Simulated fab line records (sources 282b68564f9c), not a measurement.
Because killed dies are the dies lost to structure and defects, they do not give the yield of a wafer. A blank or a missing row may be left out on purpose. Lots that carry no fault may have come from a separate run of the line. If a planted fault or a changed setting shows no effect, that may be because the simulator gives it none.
fab line records ; flow rit-cmos
[record] lots = 14; wafers = 42; last-day = 7
route steps=202 shown CONTACT@173
lots with no fault: from the same line, run without faults
start-h: hours from the record's first day to the start of the lot's first wafer shown ; wait-h: hours elapsed since this lot's preceding step ; " same as the row above ; L1.1+2: a single row standing in for several wafers ; - no value, or no start was given ; * or withheld: withheld ; < > ~ a bound
route shown NAME@n: names a module that has steps shown in the file, with the first one's number in the route ; usual: the fault-free wafers' mean and standard deviation ; same: alike in all rows ; chamber/n: place in a boat ; sites: readings site by site ; _std_site: standard deviation of those values ; _edge_site: mean of outer sites minus mean of inner sites ; radius-mm: for every site, how far away it sits from the centre of the wafer ; mask NAME#n: copy n ; behind: the tool/chamber that last shaped the wafer ; hold: what put the lot on hold/how long, in hours/how the hold closed ; device: the n, p or np transistor that did not switch ; end of line: the route-end tests of the same wafers ; a step with no rows: only its recipe ; killed: not the wafer's yield, but the dies lost to structure and defects at the first sort ; map: shows each die of a wafer: x if killed, . if not, _ if none is there
set.NAME: setting as actually run; set.NAME@STEP: the setting as run at that earlier step ; model.NAME: the simulator's own value behind a step, which no gauge read
route steps across a sampled set of lots; one table per step, one row per wafer
services: the hour from which a tool's chamber was out of use, counted from the record's first day as start-h (under 0 if before that day), plus the number of hours and why
[[steps]]
[step RIT_CONTACT_EXPOSE_05]
[recipe] mask-id = M11; na = 0.6; source-shape = conventional; sigma-outer = 0.5; target-cd-nm = 1000; dose-mj = 250
[usual] exposure-dose-mJ-cm2 = 250.05/0.22; focus-offset-nm = 0.0/0.5; sigma-outer = 0.5/0
lot.wafer;tool;chamber;start-h;wait-h;mask;exposure-dose-mJ-cm2;focus-offset-nm;sigma-outer
L273.1;iline-stepper-01;0;56.28;0.1;M11#0;250.17;-0.2;0.5
L273.2;iline-stepper-01;0;56.28;0.1;M11#0;250.06;-0.1;0.5
L273.4;iline-stepper-01;0;56.28;0.1;M11#0;249.96;-0.3;0.5
L274.1;iline-stepper-02;0;62.05;0.2;M11#0;250.14;-0.2;0.5
L274.4;iline-stepper-02;0;62.05;0.2;M11#0;250.06;-0.1;0.5
L274.6;iline-stepper-02;0;62.05;0.2;M11#0;250.07;0.7;0.5
L275.2;iline-stepper-01;0;66.60;0.2;M11#0;250.03;-0.3;0.5
L275.3;iline-stepper-01;0;66.60;0.2;M11#0;249.86;-0.1;0.5
L275.5;iline-stepper-01;0;66.60;0.2;M11#0;249.86;0.0;0.5
L276.1;iline-stepper-02;0;68.30;0.2;M11#0;249.82;0.3;0.5
L276.3;iline-stepper-02;0;68.30;0.2;M11#0;249.99;-0.1;0.5
L276.6;iline-stepper-02;0;68.30;0.2;M11#0;249.90;-0.4;0.5
L281.2;iline-stepper-01;0;96.12;0.2;M11#0;249.95;-0.5;0.5
L281.3;iline-stepper-01;0;96.12;0.2;M11#0;249.79;-0.4;0.5
L281.4;iline-stepper-01;0;96.12;0.2;M11#0;249.97;-0.2;0.5
L285.2;iline-stepper-02;-;116.64;0.2;M11#0;-;-;-
L285.3;iline-stepper-02;-;116.64;0.2;M11#0;-;-;-
L285.4;iline-stepper-02;-;116.64;0.2;M11#0;-;-;-
L286.1;iline-stepper-02;-;119.28;0.2;M11#0;-;-;-
L286.2;iline-stepper-02;-;119.28;0.2;M11#0;-;-;-
L286.3;iline-stepper-02;-;119.28;0.2;M11#0;-;-;-
L287.1;iline-stepper-01;0;125.74;0.2;M11#0;250.08;0.6;0.5
L287.3;iline-stepper-01;0;125.74;0.2;M11#0;250.03;-0.2;0.5
L287.6;iline-stepper-01;0;125.74;0.2;M11#0;249.89;1.1;0.5
L288.2;iline-stepper-02;0;127.86;0.2;M11#0;250.08;-0.6;0.5
L288.3;iline-stepper-02;0;127.86;0.2;M11#0;249.51;-0.2;0.5
L288.4;iline-stepper-02;0;127.86;0.2;M11#0;250.04;-0.1;0.5
L289.3;iline-stepper-02;0;136.29;0.1;M11#0;249.95;-0.2;0.5
L289.5;iline-stepper-02;0;136.29;0.1;M11#0;250.03;0.0;0.5
L289.6;iline-stepper-02;0;136.29;0.1;M11#0;250.23;-0.7;0.5
L291.2;iline-stepper-02;0;146.44;0.2;M11#0;250.22;0.3;0.5
L291.5;iline-stepper-02;0;146.44;0.2;M11#0;250.02;-0.4;0.5
L291.6;iline-stepper-02;0;146.44;0.2;M11#0;250.29;0.0;0.5
L293.1;iline-stepper-02;0;156.52;0.2;M11#0;250.33;0.8;0.5
L293.3;iline-stepper-02;0;156.52;0.2;M11#0;250.26;-0.4;0.5
L293.4;iline-stepper-02;0;156.52;0.2;M11#0;250.04;-0.5;0.5
L295.4;iline-stepper-02;0;164.66;0.2;M11#0;249.93;0.0;0.5
L295.5;iline-stepper-02;0;164.66;0.2;M11#0;250.23;-0.2;0.5
L295.6;iline-stepper-02;0;164.66;0.2;M11#0;249.71;-0.5;0.5
L296.1;iline-stepper-01;0;167.91;0.2;M11#0;250.18;0.6;0.5
L296.4;iline-stepper-01;0;167.91;0.2;M11#0;250.34;-0.5;0.5
L296.5;iline-stepper-01;0;167.91;0.2;M11#0;250.31;0.0;0.5
[[services]]
tool;chamber;start-h;hours;kind
iline-stepper-01;-;74.22;2.2;repair
[[key]]
[first-sign] step = RIT_CONTACT_EXPOSE_05; reading = tool-record; direction = missing
effect none on later readings
met-at RIT_CONTACT_EXPOSE_05
struck-lots L285,L286
later-rows-left-out L285.2,L285.3,L285.4,L286.1,L286.2,L286.3
sort-left-out L285.2,L285.3,L285.4,L286.1,L286.2,L286.3
tester-left-out L285,L286
onset-between 68.30 116.64
[fault] kind = skipped-step-whole; tool = iline-stepper-02; chamber = -; onset-h = 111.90; steps = RIT_CONTACT_EXPOSE_05; scope = struck-lots-only
// tester-left-out: of these lots the tester's yield and bins aren't shown, on N5 and GAA mostly nor the transistor test; their killed dies are dies lost to structure and defects alone, not to doping, threshold or leakage, so they don't give the yield
// sort-left-out: the simulated sort isn't trusted on such a fault, so these wafers' sort isn't shown, and their yield isn't known
// later-rows-left-out: the simulator's readings of these wafers behind a module that went badly wrong aren't trusted and aren't shown, but for the sort
